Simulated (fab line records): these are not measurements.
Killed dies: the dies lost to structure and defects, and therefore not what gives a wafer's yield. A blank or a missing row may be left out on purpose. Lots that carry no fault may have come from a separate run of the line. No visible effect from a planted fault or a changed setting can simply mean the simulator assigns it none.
fab line records ; flow rit-cmos
record lots=7; wafers=21; last-day=7
route steps=202 shown SPACER@127 NSD@131 PSD@142 SDANNEAL@153 PLDD@159 M1@202
lots with no fault: from the same line, run without faults
start-h: hours from the record's first day to the start of the lot's first wafer shown ; wait-h: hours elapsed since this lot's preceding step ; " unchanged from the row above ; L1.1+2: one row covering several wafers at once ; - no value, or no start given ; * or withheld: withheld ; < > ~ a bound
route shown NAME@n: names a module that has steps shown in the file, with the first one's number in the route ; usual: mean and standard deviation over wafers with no fault ; same: alike in all rows ; chamber/n: place in a boat ; sites: per-site readings ; _std_site: their standard deviation ; _edge_site: inner sites' mean taken away from outer sites' mean ; radius-mm: for every site, how far away it sits from the centre of the wafer ; mask NAME#n: copy n ; behind: tool/chamber where the wafer was last shaped ; hold: what put the lot on hold/how long, in hours/how the hold closed ; device: the transistor (n, p or np) that didn't switch ; end of line: tests of these same wafers at the route's end ; for a step that has no rows: nothing shown but its recipe ; killed: count of dies lost to structure and defects at first sort (not the wafer's yield) ; map: shows each die of a wafer: x if killed, . if not, _ if none is there
set.NAME: the setting that was run; set.NAME@STEP: the one run at that earlier step ; model.NAME: the simulator's own value behind a step, which no gauge read
certain route steps with their lots: each step a table, each wafer a row
services: from which hour (start-h, from the record's first day; less than 0 if before it) a tool's chamber was out of use, for how many hours, and why
## steps
# step RIT_SPACER_CLEAN_02
# recipe chemistry=SC2; mix=3:3:50; time-s=600; temp-c=75; dry=n2-spin
# step RIT_SPACER_CVD_03
# recipe material=Si3N4; target-thk-nm=250; temp-c=810; precursor=SiH2Cl2/NH3; time-s=3300; pressure-mtorr=300; sih2cl2-flow-sccm=60; nh3-flow-sccm=150
# step RIT_SPACER_THK_MEAS_04
# recipe reads=Si3N4_of_SPACER_CVD_03
# usual SPACER_NITRIDE_THK=249.4/2.3
lot.wafer;tool;chamber;start-h;wait-h;SPACER_NITRIDE_THK[nm]
L382.1;film-metro-03;-;58.50;0.0;248.7
L382.3;film-metro-03;-;58.50;0.0;247.6
L382.5;film-metro-03;-;58.50;0.0;247.1
L383.2;film-metro-01;-;60.64;0.0;250.5
L383.3;film-metro-01;-;60.64;0.0;251.6
L383.6;film-metro-01;-;60.64;0.0;256.2
L384.1;film-metro-03;-;65.45;0.0;252.3
L384.3;film-metro-03;-;65.45;0.0;252.5
L384.4;film-metro-03;-;65.45;0.0;250.6
L387.1;film-metro-01;-;78.83;0.0;245.9
L387.3;film-metro-01;-;78.83;0.0;247.5
L387.6;film-metro-01;-;78.83;0.0;246.7
L397.1;film-metro-01;-;129.06;0.0;251.4
L397.4;film-metro-01;-;129.06;0.0;250.7
L397.6;film-metro-01;-;129.06;0.0;253.1
L401.2;film-metro-03;-;156.09;0.0;250.7
L401.5;film-metro-03;-;156.09;0.0;250.3
L401.6;film-metro-03;-;156.09;0.0;250.9
L402.2;film-metro-03;-;163.02;0.0;248.0
L402.3;film-metro-03;-;163.02;0.0;247.5
L402.4;film-metro-03;-;163.02;0.0;248.8
# step RIT_SPACER_ETCHBACK_05
# recipe target-depth-a=2500; SF6_flow_sccm=30; CHF3_flow_sccm=30; target=Si3N4; chemistry=SF6/CHF3; pressure-mtorr=40; rf-w=250; time-s=240; stop-on=SiO2
# usual chamber-pressure-mTorr=40.00/0.038; drypump-motor-current-A=5.9/0.49; oes-product-au=0.841/0.013; rf-fwd-power-W=249.2/0.74; throttle-valve-pct=10.32/0.11
lot.wafer;tool;chamber;start-h;wait-h;chamber-pressure-mTorr;drypump-motor-current-A;oes-product-au;rf-fwd-power-W;rf-hours-counter-h;throttle-valve-pct
L382.1;rie-diel-02;0;58.56;0.1;40.01;5.3;0.832;248.3;36;10.33
L382.3;rie-diel-02;2;58.56;0.1;39.98;5.6;0.825;249.1;94;10.24
L382.5;rie-diel-02;1;58.56;0.1;40.05;5.7;0.817;249.7;-;10.09
L383.2;rie-diel-03;3;60.69;0.0;40.04;4.9;0.842;249.4;140;10.23
L383.3;rie-diel-03;0;60.69;0.0;39.93;5.8;0.841;250.2;61;10.44
L383.6;rie-diel-03;2;60.69;0.0;39.98;6.6;0.867;249.8;-;10.34
L384.1;rie-diel-03;2;65.51;0.1;40.03;6.5;0.850;248.3;66;10.33
L384.3;rie-diel-03;3;65.51;0.1;40.03;4.9;0.850;249.9;140;10.23
L384.4;rie-diel-03;0;65.51;0.1;40.01;5.8;0.844;249.0;61;10.44
L387.1;rie-diel-02;2;78.89;0.1;39.95;5.6;0.830;248.4;95;10.25
L387.3;rie-diel-02;3;78.89;0.1;40.00;5.8;0.850;249.0;74;10.37
L387.6;rie-diel-02;3;78.89;0.1;40.02;5.8;0.846;249.3;-;10.38
L397.1;rie-diel-04;2;129.12;0.1;40.00;6.2;0.843;250.0;10;10.20
L397.4;rie-diel-04;3;129.12;0.1;39.97;6.2;0.859;248.9;3;10.43
L397.6;rie-diel-04;0;129.12;0.1;40.04;6.0;0.847;248.9;-;10.32
L401.2;rie-diel-03;1;156.14;0.0;39.99;6.2;0.830;249.1;118;10.53
L401.5;rie-diel-03;1;156.14;0.0;40.04;6.2;0.822;249.2;-;10.51
L401.6;rie-diel-03;2;156.14;0.0;40.03;6.6;0.841;248.6;-;10.33
L402.2;rie-diel-03;3;163.07;0.0;39.93;4.9;0.832;248.7;142;10.22
L402.3;rie-diel-03;1;163.07;0.0;40.03;6.2;0.830;249.9;118;10.50
L402.4;rie-diel-03;0;163.07;0.0;39.99;5.8;0.841;249.1;62;10.43
# step RIT_NSD_HMDS_00
# recipe prime-time-s=60; prime-temp-c=140
# step RIT_NSD_COAT_01
# recipe resist=NOVOLAK; spin-rpm=3250; resist-thk-nm=1000
# step RIT_NSD_SOFTBAKE_02
# recipe resist=NOVOLAK; temp-c=90; time-s=60
# step RIT_NSD_EXPOSE_03
# recipe mask-id=M9; na=0.57; target-cd-nm=40700; dose-mj=250
# step RIT_NSD_PEB_04
# recipe resist=NOVOLAK; temp-c=withheld; time-s=withheld
# step RIT_NSD_DEVELOP_05
# recipe resist=NOVOLAK; develop-time-s=50; dev-temp-c=23
# step RIT_NSD_OVL_MEAS_06
# usual NSD_OVL=0.4/1.4
lot.wafer;tool;chamber;start-h;wait-h;NSD_OVL[nm]
L382.1;overlay-01;-;59.78;-;1.9
L382.3;overlay-01;-;59.78;-;1.2
L382.5;overlay-01;-;59.78;-;3.8
L383.2;overlay-02;-;61.94;-;-2.2
L383.3;overlay-02;-;61.94;-;-3.3
L383.6;overlay-02;-;61.94;-;-1.4
L384.1;overlay-01;-;66.51;-;-0.7
L384.3;overlay-01;-;66.51;-;-0.4
L384.4;overlay-01;-;66.51;-;1.2
L387.1;overlay-02;-;80.13;-;0.5
L387.3;overlay-02;-;80.13;-;-0.3
L387.6;overlay-02;-;80.13;-;2.4
L397.1;overlay-01;-;130.25;-;1.9
L397.4;overlay-01;-;130.25;-;1.6
L397.6;overlay-01;-;130.25;-;-0.4
L401.2;overlay-01;-;157.14;-;0.8
L401.5;overlay-01;-;157.14;-;1.4
L401.6;overlay-01;-;157.14;-;1.4
L402.2;overlay-01;-;164.07;-;-0.3
L402.3;overlay-01;-;164.07;-;0.7
L402.4;overlay-01;-;164.07;-;0.2
# step RIT_NSD_HARDBAKE_07
# recipe resist=NOVOLAK; temp-c=140; time-s=60
# step RIT_NSD_IMPLANT_08
# recipe species=P; energy-kev=25; dose-cm2=1e+15; tilt-deg=7
# usual dose-ions-cm2=1e+15/1.1e+12; faraday-current-uA=3130/58
# same implant-ion-amu=31
lot.wafer;tool;chamber;start-h;wait-h;dose-ions-cm2;faraday-current-uA
L382.1;implanter-03;0;60.10;0.1;9.996e+14;3132
L382.3;implanter-03;0;60.10;0.1;9.999e+14;3101
L382.5;implanter-03;0;60.10;0.1;9.997e+14;3130
L383.2;implanter-03;0;62.25;0.1;1.17e+15;3618
L383.3;implanter-03;0;62.25;0.1;1.1701e+15;3807
L383.6;implanter-03;0;62.25;0.1;1.1682e+15;3647
L384.1;implanter-03;0;66.69;0.1;1.1689e+15;3580
L384.3;implanter-03;0;66.69;0.1;1.1712e+15;3717
L384.4;implanter-03;0;66.69;0.1;1.1705e+15;3703
L387.1;implanter-03;0;80.32;0.1;1.17e+15;3639
L387.3;implanter-03;0;80.32;0.1;1.1704e+15;3721
L387.6;implanter-03;0;80.32;0.1;1.1689e+15;3589
L397.1;implanter-04;0;130.51;0.1;9.997e+14;3158
L397.4;implanter-04;0;130.51;0.1;1.0002e+15;3152
L397.6;implanter-04;0;130.51;0.1;9.999e+14;3069
L401.2;implanter-03;0;157.35;0.1;9.983e+14;3121
L401.5;implanter-03;0;157.35;0.1;9.99e+14;3123
L401.6;implanter-03;0;157.35;0.1;9.974e+14;3122
L402.2;implanter-03;0;164.28;0.1;1.0013e+15;3078
L402.3;implanter-03;0;164.28;0.1;1.0003e+15;3096
L402.4;implanter-03;0;164.28;0.1;1.0006e+15;3155
# step RIT_NSD_STRIP_09
# recipe chemistry=O2; time-s=180; resist=NOVOLAK; platen-temp-c=withheld; power-w=500; pressure-mtorr=4000; o2-flow-sccm=4000
# usual chamber-pressure-mTorr=4000/3.7; drypump-motor-current-A=5.7/0.3
lot.wafer;tool;chamber;start-h;wait-h;chamber-pressure-mTorr;drypump-motor-current-A;rf-hours-counter-h
L382.1;plasma-asher-03;1;60.25;0.1;4003;5.9;41
L382.3;plasma-asher-03;1;60.25;0.1;4004;5.9;-
L382.5;plasma-asher-03;0;60.25;0.1;3999;6.0;-
L383.2;plasma-asher-02;1;62.38;0.1;4015;5.6;43
L383.3;plasma-asher-02;1;62.38;0.1;4006;5.6;-
L383.6;plasma-asher-02;1;62.38;0.1;4000;5.6;-
L384.1;plasma-asher-03;0;66.84;0.1;3999;6.0;42
L384.3;plasma-asher-03;1;66.84;0.1;4005;5.9;-
L384.4;plasma-asher-03;0;66.84;0.1;4004;6.0;-
L387.1;plasma-asher-02;1;80.47;0.1;3994;5.6;45
L387.3;plasma-asher-02;0;80.47;0.1;4002;5.5;-
L387.6;plasma-asher-02;1;80.47;0.1;3992;5.6;-
L397.1;plasma-asher-03;1;130.66;0.1;4000;5.9;1
L397.4;plasma-asher-03;1;130.66;0.1;4001;5.9;-
L397.6;plasma-asher-03;1;130.66;0.1;4004;5.9;-
L401.2;plasma-asher-01;0;157.47;0.1;3999;5.5;37
L401.5;plasma-asher-01;0;157.47;0.1;3998;5.5;-
L401.6;plasma-asher-01;1;157.47;0.1;3997;5.0;-
L402.2;plasma-asher-02;0;164.40;0.1;3997;5.5;54
L402.3;plasma-asher-02;0;164.40;0.1;3997;5.5;-
L402.4;plasma-asher-02;1;164.40;0.1;4001;5.6;-
# step RIT_NSD_TW_MEAS_10
# usual NSD_TW=3110/25
lot.wafer;tool;chamber;start-h;wait-h;NSD_TW
L382.1;film-metro-01;-;60.42;0.1;3111
L382.3;film-metro-01;-;60.42;0.1;3114
L382.5;film-metro-01;-;60.42;0.1;3086
L383.2;film-metro-04;-;62.56;0.1;3190
L383.3;film-metro-04;-;62.56;0.1;3178
L383.6;film-metro-04;-;62.56;0.1;3207
L384.1;film-metro-03;-;67.02;0.1;3275
L384.3;film-metro-03;-;67.02;0.1;3265
L384.4;film-metro-03;-;67.02;0.1;3260
L387.1;film-metro-03;-;80.64;0.1;3248
L387.3;film-metro-03;-;80.64;0.1;3259
L387.6;film-metro-03;-;80.64;0.1;3258
L397.1;film-metro-04;-;130.83;0.1;3100
L397.4;film-metro-04;-;130.83;0.1;3089
L397.6;film-metro-04;-;130.83;0.1;3089
L401.2;film-metro-01;-;157.66;0.1;3111
L401.5;film-metro-01;-;157.66;0.1;3109
L401.6;film-metro-01;-;157.66;0.1;3113
L402.2;film-metro-01;-;164.59;0.1;3104
L402.3;film-metro-01;-;164.59;0.1;3114
L402.4;film-metro-01;-;164.59;0.1;3124
# step RIT_PSD_HMDS_00
# recipe prime-time-s=60; prime-temp-c=140
# step RIT_PSD_COAT_01
# recipe resist=NOVOLAK; spin-rpm=3250; resist-thk-nm=1000
# step RIT_PSD_SOFTBAKE_02
# recipe resist=NOVOLAK; temp-c=90; time-s=60
# step RIT_PSD_EXPOSE_03
# recipe mask-id=M10; na=0.57; target-cd-nm=40900; dose-mj=250
# step RIT_PSD_PEB_04
# recipe resist=NOVOLAK; temp-c=withheld; time-s=withheld
# step RIT_PSD_DEVELOP_05
# recipe resist=NOVOLAK; develop-time-s=50; dev-temp-c=23
# step RIT_PSD_OVL_MEAS_06
# usual PSD_OVL=1.8/1.5
lot.wafer;tool;chamber;start-h;wait-h;PSD_OVL[nm]
L382.1;overlay-02;-;61.46;-;3.2
L382.3;overlay-02;-;61.46;-;1.3
L382.5;overlay-02;-;61.46;-;1.3
L383.2;overlay-01;-;63.59;-;1.8
L383.3;overlay-01;-;63.59;-;0.7
L383.6;overlay-01;-;63.59;-;0.2
L384.1;overlay-02;-;68.03;-;2.4
L384.3;overlay-02;-;68.03;-;2.6
L384.4;overlay-02;-;68.03;-;2.4
L387.1;overlay-02;-;81.72;-;3.1
L387.3;overlay-02;-;81.72;-;2.3
L387.6;overlay-02;-;81.72;-;1.9
L397.1;overlay-01;-;131.74;-;3.6
L397.4;overlay-01;-;131.74;-;2.5
L397.6;overlay-01;-;131.74;-;2.6
L401.2;overlay-01;-;158.57;-;-0.2
L401.5;overlay-01;-;158.57;-;1.2
L401.6;overlay-01;-;158.57;-;0.2
L402.2;overlay-02;-;165.49;-;1.3
L402.3;overlay-02;-;165.49;-;0.9
L402.4;overlay-02;-;165.49;-;1.5
# step RIT_PSD_HARDBAKE_07
# recipe resist=NOVOLAK; temp-c=140; time-s=60
# step RIT_PSD_IMPLANT_08
# recipe species=BF2; energy-kev=27; dose-cm2=5e+15; tilt-deg=7
# step RIT_PSD_STRIP_09
# recipe chemistry=O2; time-s=180; resist=NOVOLAK; platen-temp-c=withheld; power-w=500; pressure-mtorr=4000; o2-flow-sccm=4000
# usual chamber-pressure-mTorr=4000/3.4; drypump-motor-current-A=5.7/0.46
lot.wafer;tool;chamber;start-h;wait-h;chamber-pressure-mTorr;drypump-motor-current-A;rf-hours-counter-h
L382.1;plasma-asher-03;0;61.80;0.1;3997;6.0;42
L382.3;plasma-asher-03;0;61.80;0.1;4001;6.0;-
L382.5;plasma-asher-03;0;61.80;0.1;4000;6.0;-
L383.2;plasma-asher-01;0;63.92;0.1;3997;5.5;27
L383.3;plasma-asher-01;1;63.92;0.1;4000;5.0;-
L383.6;plasma-asher-01;0;63.92;0.1;4004;5.5;-
L384.1;plasma-asher-03;1;68.37;0.1;3996;5.9;42
L384.3;plasma-asher-03;1;68.37;0.1;3998;5.9;-
L384.4;plasma-asher-03;0;68.37;0.1;3995;6.0;-
L387.1;plasma-asher-01;0;82.06;0.1;3999;5.5;29
L387.3;plasma-asher-01;1;82.06;0.1;3999;5.0;-
L387.6;plasma-asher-01;1;82.06;0.1;4000;5.0;-
L397.1;plasma-asher-04;1;132.08;0.1;3998;6.3;49
L397.4;plasma-asher-04;0;132.08;0.1;4000;6.1;-
L397.6;plasma-asher-04;0;132.08;0.1;3996;6.1;-
L401.2;plasma-asher-03;0;158.90;0.1;3999;6.0;4
L401.5;plasma-asher-03;0;158.90;0.1;3998;6.1;-
L401.6;plasma-asher-03;1;158.90;0.1;4007;5.9;-
L402.2;plasma-asher-03;1;165.82;0.1;3996;5.9;5
L402.3;plasma-asher-03;0;165.82;0.1;3996;6.0;-
L402.4;plasma-asher-03;1;165.82;0.1;4008;5.9;-
# step RIT_PSD_TW_MEAS_10
# usual PSD_TW=3420/32
lot.wafer;tool;chamber;start-h;wait-h;PSD_TW
L382.1;film-metro-03;-;61.97;0.1;3481
L382.3;film-metro-03;-;61.97;0.1;3467
L382.5;film-metro-03;-;61.97;0.1;3467
L383.2;film-metro-03;-;64.11;0.1;3470
L383.3;film-metro-03;-;64.11;0.1;3443
L383.6;film-metro-03;-;64.11;0.1;3452
L384.1;film-metro-03;-;68.54;0.1;3462
L384.3;film-metro-03;-;68.54;0.1;3463
L384.4;film-metro-03;-;68.54;0.1;3465
L387.1;film-metro-04;-;82.23;0.1;3404
L387.3;film-metro-04;-;82.23;0.1;3384
L387.6;film-metro-04;-;82.23;0.1;3388
L397.1;film-metro-03;-;132.25;0.1;3449
L397.4;film-metro-03;-;132.25;0.1;3453
L397.6;film-metro-03;-;132.25;0.1;3462
L401.2;film-metro-04;-;159.08;0.1;3380
L401.5;film-metro-04;-;159.08;0.1;3393
L401.6;film-metro-04;-;159.08;0.1;3387
L402.2;film-metro-04;-;166.01;0.1;3383
L402.3;film-metro-04;-;166.01;0.1;3389
L402.4;film-metro-04;-;166.01;0.1;3367
# step RIT_SDANNEAL_CLEAN_00
# recipe chemistry=SC1; mix=3:3:50; time-s=600; temp-c=75
# step RIT_SDANNEAL_CLEAN_01
# recipe chemistry=dHF; dilution=50:1; time-s=30
# step RIT_SDANNEAL_CLEAN_02
# recipe chemistry=SC2; mix=3:3:50; time-s=600; temp-c=75; dry=n2-spin
# step RIT_SDANNEAL_RTA_03
# recipe temp-c=1050; time-s=5; idle-temp-c=600; ramp-up-c-per-s=342; ramp-down-c-per-s=171; cool-to-c=600; ambient=N2
# usual wafer_temp_C_max=1053.5/1.1
lot.wafer;tool;chamber;start-h;wait-h;wafer_temp_C_max
L382.1;rtp-anneal-01;0;62.57;0.0;1053.0
L382.3;rtp-anneal-01;0;62.57;0.0;1053.3
L382.5;rtp-anneal-01;0;62.57;0.0;1053.1
L383.2;rtp-anneal-02;0;64.71;0.0;1053.9
L383.3;rtp-anneal-02;0;64.71;0.0;1051.6
L383.6;rtp-anneal-02;0;64.71;0.0;1052.3
L384.1;rtp-anneal-01;0;68.99;0.0;1054.4
L384.3;rtp-anneal-01;0;68.99;0.0;1052.9
L384.4;rtp-anneal-01;0;68.99;0.0;1051.9
L387.1;rtp-anneal-02;0;82.69;0.0;1053.3
L387.3;rtp-anneal-02;0;82.69;0.0;1054.9
L387.6;rtp-anneal-02;0;82.69;0.0;1054.0
L397.1;rtp-anneal-02;0;132.68;0.0;1053.6
L397.4;rtp-anneal-02;0;132.68;0.0;1052.3
L397.6;rtp-anneal-02;0;132.68;0.0;1053.6
L401.2;rtp-anneal-02;0;159.56;0.0;1052.0
L401.5;rtp-anneal-02;0;159.56;0.0;1054.7
L401.6;rtp-anneal-02;0;159.56;0.0;1053.8
L402.2;rtp-anneal-01;0;166.49;0.0;1055.0
L402.3;rtp-anneal-01;0;166.49;0.0;1054.0
L402.4;rtp-anneal-01;0;166.49;0.0;1052.9
# step RIT_SDANNEAL_RS_MEAS_04
# recipe thk-meas-gauge=four-point-probe
# usual PSD_RS=115.9/0.31
lot.wafer;tool;chamber;start-h;wait-h;PSD_RS[ohm/sq]
L382.1;film-metro-01;-;62.63;0.0;115.9
L382.3;film-metro-01;-;62.63;0.0;116.1
L382.5;film-metro-01;-;62.63;0.0;115.8
L383.2;film-metro-01;-;64.78;0.1;115.8
L383.3;film-metro-01;-;64.78;0.1;115.8
L383.6;film-metro-01;-;64.78;0.1;116.0
L384.1;film-metro-03;-;69.05;0.0;115.7
L384.3;film-metro-03;-;69.05;0.0;116.1
L384.4;film-metro-03;-;69.05;0.0;116.3
L387.1;film-metro-04;-;82.75;0.0;116.4
L387.3;film-metro-04;-;82.75;0.0;116.4
L387.6;film-metro-04;-;82.75;0.0;116.3
L397.1;film-metro-01;-;132.74;0.0;116.7
L397.4;film-metro-01;-;132.74;0.0;116.2
L397.6;film-metro-01;-;132.74;0.0;116.1
L401.2;film-metro-04;-;159.63;0.1;116.0
L401.5;film-metro-04;-;159.63;0.1;115.9
L401.6;film-metro-04;-;159.63;0.1;116.1
L402.2;film-metro-01;-;166.56;0.1;116.2
L402.3;film-metro-01;-;166.56;0.1;116.3
L402.4;film-metro-01;-;166.56;0.1;116.1
# step RIT_SDANNEAL_RS_MEAS_05
# recipe thk-meas-gauge=four-point-probe
# usual NSD_RS=84.60/0.26
lot.wafer;tool;chamber;start-h;wait-h;NSD_RS[ohm/sq]
L382.1;film-metro-01;-;62.75;0.1;84.95
L382.3;film-metro-01;-;62.75;0.1;84.98
L382.5;film-metro-01;-;62.75;0.1;84.80
L383.2;film-metro-01;-;64.90;0.1;74.57
L383.3;film-metro-01;-;64.90;0.1;74.78
L383.6;film-metro-01;-;64.90;0.1;74.79
L384.1;film-metro-03;-;69.17;0.1;75.03
L384.3;film-metro-03;-;69.17;0.1;75.00
L384.4;film-metro-03;-;69.17;0.1;74.91
L387.1;film-metro-04;-;82.87;0.1;74.63
L387.3;film-metro-04;-;82.87;0.1;74.78
L387.6;film-metro-04;-;82.87;0.1;74.77
L397.1;film-metro-01;-;132.86;0.1;84.73
L397.4;film-metro-01;-;132.86;0.1;84.35
L397.6;film-metro-01;-;132.86;0.1;84.69
L401.2;film-metro-04;-;159.75;0.1;84.46
L401.5;film-metro-04;-;159.75;0.1;84.62
L401.6;film-metro-04;-;159.75;0.1;84.49
L402.2;film-metro-01;-;166.68;0.1;84.89
L402.3;film-metro-01;-;166.68;0.1;84.64
L402.4;film-metro-01;-;166.68;0.1;84.60
# step RIT_SDANNEAL_RS_MEAS_06
# recipe thk-meas-gauge=four-point-probe
# usual PLDD_RS=178.8/0.46
lot.wafer;tool;chamber;start-h;wait-h;PLDD_RS[ohm/sq]
L382.1;film-metro-01;-;62.87;0.1;179.4
L382.3;film-metro-01;-;62.87;0.1;179.9
L382.5;film-metro-01;-;62.87;0.1;178.9
L383.2;film-metro-01;-;65.02;0.1;179.5
L383.3;film-metro-01;-;65.02;0.1;179.0
L383.6;film-metro-01;-;65.02;0.1;179.1
L384.1;film-metro-03;-;69.29;0.1;179.8
L384.3;film-metro-03;-;69.29;0.1;179.3
L384.4;film-metro-03;-;69.29;0.1;179.3
L387.1;film-metro-04;-;82.99;0.1;179.0
L387.3;film-metro-04;-;82.99;0.1;178.7
L387.6;film-metro-04;-;82.99;0.1;178.7
L397.1;film-metro-01;-;132.98;0.1;178.8
L397.4;film-metro-01;-;132.98;0.1;178.9
L397.6;film-metro-01;-;132.98;0.1;178.8
L401.2;film-metro-04;-;159.87;0.1;179.1
L401.5;film-metro-04;-;159.87;0.1;178.9
L401.6;film-metro-04;-;159.87;0.1;178.9
L402.2;film-metro-01;-;166.80;0.1;178.5
L402.3;film-metro-01;-;166.80;0.1;179.2
L402.4;film-metro-01;-;166.80;0.1;178.8
# step RIT_M1_PROBE_99
# usual killed_at_M0_to_M3=0.0/0.12; killed-at-contacts=0.0/0.2; killed-at-front-end=7/3; killed-dies=7/3; killed-open=3.4/1.8; killed-short=3.8/2.1
# same gross-dies=264; killed_at_M4_up=0; killed-at-back-side=0; killed-at-other=0
lot.wafer;tool;chamber;start-h;wait-h;killed_at_M0_to_M3;killed-at-contacts;killed-at-front-end;killed-dies;killed-open;killed-short
L402.2;prober-01;-;174.01;0.1;0;0;8;8;3;5
L402.3;prober-01;-;174.06;0.2;0;0;7;7;3;4
L402.4;prober-01;-;174.11;0.2;0;0;2;2;1;1
# killed by level:class
L402.2 GATE:geometric-particle:short=3 FOX2:geometric-particle:open=1 GATE:geometric-particle:open=1 REOX:geometric-particle:short=1 REOX:geometric-particle:open=1 SILICIDE:geometric-particle:short=1
L402.3 GATE:geometric-particle:short=2 GATE:geometric-particle:open=2 REOX:geometric-particle:short=1 REOX:geometric-particle:open=1 SILICIDE:geometric-particle:short=1
L402.4 GATE:geometric-particle:short=1 GATE:geometric-particle:open=1
## services
tool;chamber;start-h;hours;kind
rie-diel-04;0;42.82;4.8;repair
plasma-asher-03;-;76.25;2.9;repair
plasma-asher-04;-;78.88;2.8;pm
rie-diel-03;0;86.65;18.1;repair
plasma-asher-03;-;108.75;9.0;pm
plasma-asher-03;0;108.75;9.0;vent-cycle
plasma-asher-03;1;108.75;9.0;vent-cycle
plasma-asher-03;-;116.03;0.7;repair
plasma-asher-03;0;117.75;-;clean
plasma-asher-03;1;117.75;-;clean
implanter-03;-;129.22;0.7;repair
plasma-asher-01;-;136.21;0.6;repair
implanter-04;-;136.36;3.6;repair
rie-diel-04;3;145.90;8.6;repair
## key
first-sign step=RIT_NSD_IMPLANT_08; reading=dose-ions-cm2; direction=up; sigmas=99+; usual=1e+15; struck=1.1698e+15
effect step=RIT_NSD_IMPLANT_08; reading=faraday-current-uA; direction=up; sigmas=9.3; usual=3130; struck=3669
effect step=RIT_NSD_TW_MEAS_10; reading=NSD_TW; direction=up; sigmas=5; usual=3110; struck=3238
effect step=RIT_SDANNEAL_RS_MEAS_05; reading=NSD_RS; direction=down; sigmas=38; usual=84.60; struck=74.81
met-at RIT_NSD_IMPLANT_08
struck-wafers L383.2,L383.3,L383.6,L384.1,L384.3,L384.4,L387.1,L387.3,L387.6
tester-left-out L383,L384,L387
onset-between 60.10 62.25
fault kind=process-parameter-drift; tool=implanter-03; chamber=-; onset-h=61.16; steps=RIT_NSD_IMPLANT_08; channel=dose-cm2; offset=1.7e+14; shape=step; end-h=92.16; acts-in=these-recipes-only; stated=1e+15
# tester-left-out: of these lots the tester's yield and bins aren't shown, on N5 and GAA mostly nor the transistor test; their killed dies are dies lost to structure and defects alone, not to doping, threshold or leakage, so they don't give the yield
